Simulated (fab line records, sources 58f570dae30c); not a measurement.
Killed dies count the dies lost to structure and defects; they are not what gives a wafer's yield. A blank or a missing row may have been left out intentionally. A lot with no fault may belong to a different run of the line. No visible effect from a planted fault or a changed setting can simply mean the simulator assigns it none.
Matching of chambers	flow berkeleyCmos170	UCB170_V2_CMP_02 on cmp-02: 4 sister chambers
The step polishes SiO2. 8 wafers are shown with their chamber, then 7 later ones without.

## EACH WAFER AND ITS CHAMBER
wafer	chamber	motorCurrentA (A)
L868.5	2	16.7
L874.5	3	18.2
L878.6	1	16.8
L879.2	0	17.3
L879.5	2	17.7
L879.6	1	16.3
L884.1	3	18.4
L884.4	0	17.1

## WAFERS MISSING THEIR CHAMBER
wafer	motorCurrentA (A)
L884.5	16.2
L887.1	18.4
L887.2	16.1
L887.5	18.5
L889.1	17.1
L889.2	16.5
L889.3	18.4

## WHICH CHAMBER EACH ONE RAN IN
wafer	from the rows above	in truth
L884.5	can't be placed: 1 or 2 or 0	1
L887.1	3	3
L887.2	can't be placed: 1 or 2 or 0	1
L887.5	3	3
L889.1	can't be placed: 2 or 0 or 1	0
L889.2	can't be placed: 1 or 2 or 0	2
L889.3	3	3
Placed correctly: 3 of 7. These rows do not allow placing 4 (true chamber among the candidates in 4). Wrongly placed: 0.
How it was worked out, from the rows above alone: a wafer's distance from a chamber is the root of the sum, over the readings, of the square of ((its reading less the chamber's mean) divided by the reading's scatter). The wafer belongs to the nearest chamber; if the next one is less than 2 further off, it can't be placed. The mean given for a chamber averages the wafers shown for that chamber. The scatter: take each reading less its chamber's mean, square it, sum over the shown wafers, divide by the number of wafers less the number of chambers, and take the root.
